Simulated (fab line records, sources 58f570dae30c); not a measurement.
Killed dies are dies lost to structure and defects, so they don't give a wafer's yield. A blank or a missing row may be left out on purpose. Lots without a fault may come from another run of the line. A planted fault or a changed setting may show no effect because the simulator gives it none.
Which tool did it? | flow berkeley_cmos170 | 15 lots, 45 wafers sampled, at 4 steps of a route of 331

WHAT THE GAUGES READ, wafer by wafer
UCB170_M3_CD_MEAS_15: target cd 700 nm.
lot  | measured     | on        | cd_nm (nm)
L438 | day 9 02:13  | cd_sem-02 | 699.7 700.6 700.5
L439 | day 9 17:58  | cd_sem-01 | 697.8 698.7 699.9
L442 | day 9 19:23  | cd_sem-01 | 700.4 701.8 700.0
L441 | day 9 20:57  | cd_sem-01 | 700.1 698.3 697.7
L440 | day 9 21:14  | cd_sem-02 | 698.4 701.0 701.5
L444 | day 10 13:34 | cd_sem-01 | 702.1 701.1 702.8
L447 | day 11 07:39 | cd_sem-01 | 701.9 702.1 702.8
L448 | day 11 10:26 | cd_sem-02 | 701.2 701.1 701.6
L449 | day 11 13:11 | cd_sem-01 | 698.3 698.5 697.8
L451 | day 12 04:35 | cd_sem-02 | 698.7 700.0 700.5
L450 | day 12 08:48 | cd_sem-02 | - - -
L452 | day 12 10:25 | cd_sem-02 | - - -
L453 | day 12 10:43 | cd_sem-02 | - - -
L457 | day 13 19:31 | cd_sem-02 | 700.8 699.8 700.1
L461 | day 14 12:04 | cd_sem-01 | 699.0 698.6 698.0

UCB170_M3_OVL_MEAS_16.
lot  | measured     | on         | M3_OVL (nm)
L438 | day 9 02:20  | overlay-02 | 5 6 -3
L439 | day 9 18:05  | overlay-02 | -1 4 0
L442 | day 9 19:30  | overlay-02 | 1 -9 0
L441 | day 9 21:04  | overlay-01 | -8 -7 -16
L440 | day 9 21:21  | overlay-02 | -10 0 -12
L444 | day 10 13:41 | overlay-02 | -6 -4 -1
L447 | day 11 07:44 | overlay-01 | -6 -18 -9
L448 | day 11 10:33 | overlay-01 | -4 -7 2
L449 | day 11 13:18 | overlay-02 | -5 0 9
L451 | day 12 04:42 | overlay-02 | -8 5 0
L450 | day 12 08:55 | overlay-02 | - - -
L452 | day 12 10:32 | overlay-02 | - - -
L453 | day 12 10:50 | overlay-02 | - - -
L457 | day 13 19:38 | overlay-01 | 1 2 -1
L461 | day 14 12:11 | overlay-02 | -6 1 -11

WHICH TOOL RAN EACH LOT (tool, then ch and the chambers of the sampled wafers, then the start)
lot  | UCB170_M3_SPUTTER_01         | UCB170_M3_PEB_13
L438 | pvd_sputter-02, day 9 00:10  | litho_track-04 ch 0, day 9 01:56
L439 | pvd_sputter-01, day 9 15:52  | litho_track-03 ch 0, day 9 17:41
L442 | pvd_sputter-02, day 9 17:25  | litho_track-03 ch 0, day 9 19:07
L441 | pvd_sputter-03, day 9 18:50  | litho_track-01 ch 0, day 9 20:40
L440 | pvd_sputter-01, day 9 19:02  | litho_track-01 ch 0, day 9 20:58
L444 | pvd_sputter-01, day 10 10:28 | litho_track-04 ch 0, day 10 13:14
L447 | pvd_sputter-02, day 11 04:25 | litho_track-01 ch 0, day 11 07:23
L448 | pvd_sputter-03, day 11 08:20 | litho_track-04 ch 0, day 11 10:10
L449 | pvd_sputter-02, day 11 11:05 | litho_track-01 ch 0, day 11 12:54
L451 | pvd_sputter-01, day 12 02:35 | litho_track-03 ch 0, day 12 04:18
L450 | pvd_sputter-03, day 12 06:14 | litho_track-04, day 12 08:31
L452 | pvd_sputter-01, day 12 07:03 | litho_track-01, day 12 10:08
L453 | pvd_sputter-02, day 12 07:21 | litho_track-03, day 12 10:26
L457 | pvd_sputter-01, day 13 16:41 | litho_track-01 ch 0, day 13 19:14
L461 | pvd_sputter-03, day 14 08:33 | litho_track-04 ch 0, day 14 11:48
- UCB170_M3_SPUTTER_01: material Al, target thk 900 nm, time 120 s.
- UCB170_M3_PEB_13

WHAT THE TOOLS THEMSELVES READ (means of the sampled wafers that have a number; where no wafer has one, the mark that the record gives instead)
UCB170_M3_SPUTTER_01.
lot  | tool           | throttle_valve_pct (%)
L438 | pvd_sputter-02 | 30.5
L439 | pvd_sputter-01 | 29.5
L442 | pvd_sputter-02 | 30.3
L441 | pvd_sputter-03 | 30.7
L440 | pvd_sputter-01 | 29.5
L444 | pvd_sputter-01 | 28.9
L447 | pvd_sputter-02 | 30.0
L448 | pvd_sputter-03 | 30.2
L449 | pvd_sputter-02 | 30.9
L451 | pvd_sputter-01 | 29.7
L450 | pvd_sputter-03 | 30.2
L452 | pvd_sputter-01 | 29.2
L453 | pvd_sputter-02 | 30.1
L457 | pvd_sputter-01 | 29.2
L461 | pvd_sputter-03 | 29.2

UCB170_M3_PEB_13.
lot  | tool           | chill_plate_temp_C (C) | exhaust_pa (Pa) | resist_line_temp_C (C)
L438 | litho_track-04 | 23.10                  | 45.1            | 22.87
L439 | litho_track-03 | 22.96                  | 45.6            | 22.95
L442 | litho_track-03 | 22.92                  | 45.3            | 23.06
L441 | litho_track-01 | 22.96                  | 45.6            | 23.04
L440 | litho_track-01 | 22.95                  | 44.7            | 22.88
L444 | litho_track-04 | 22.93                  | 44.7            | 22.87
L447 | litho_track-01 | 23.10                  | 44.3            | 23.02
L448 | litho_track-04 | 23.05                  | 45.6            | 22.95
L449 | litho_track-01 | 22.82                  | 45.7            | 22.96
L451 | litho_track-03 | 22.89                  | 45.2            | 22.96
L450 | litho_track-04 | -                      | -               | -
L452 | litho_track-01 | -                      | -               | -
L453 | litho_track-03 | -                      | -               | -
L457 | litho_track-01 | 22.84                  | 43.1            | 23.13
L461 | litho_track-04 | 23.03                  | 44.9            | 22.96

THE ANSWER, worked out from the rows above alone
Rule: what is usual is taken from the lots themselves. Put in order of their means at a reading, lots are off if they are a third of the lots or fewer, leave a main group of 4 or more, and stand apart from it by a gap of 3 or more times the standard deviation of the main group's means; of several such gaps the widest counts. A main group whose means are all the same, to the digits that the tables above print for the reading, isn't used. A lot without any number at a reading at which 4 lots or more have one is off too. The other lots that the step has rows for count as sound. The gauges are gone through in route order, then the tools' own readings, and for those a lot's mean is taken as printed above. The first step at which some lot is off is used, and at that step the reading that is off furthest; a lot without a number counts as furthest.
Off: L450, L452, L453, at UCB170_M3_CD_MEAS_15 (cd_nm). Without a number there: L450, L452, L453. The main group: mean 700.1 nm, standard deviation 1.3.
A tool fits if, at a process step before that reading, it ran every lot that is off, and no sound lot after the first of them. The gauges at UCB170_M3_CD_MEAS_15 aren't tried: what is off there is off at UCB170_M3_OVL_MEAS_16 too, on other tools, and a gauge's error can't cause that. None of those tried fits.

WHAT THE SIMULATOR HAD PUT IN
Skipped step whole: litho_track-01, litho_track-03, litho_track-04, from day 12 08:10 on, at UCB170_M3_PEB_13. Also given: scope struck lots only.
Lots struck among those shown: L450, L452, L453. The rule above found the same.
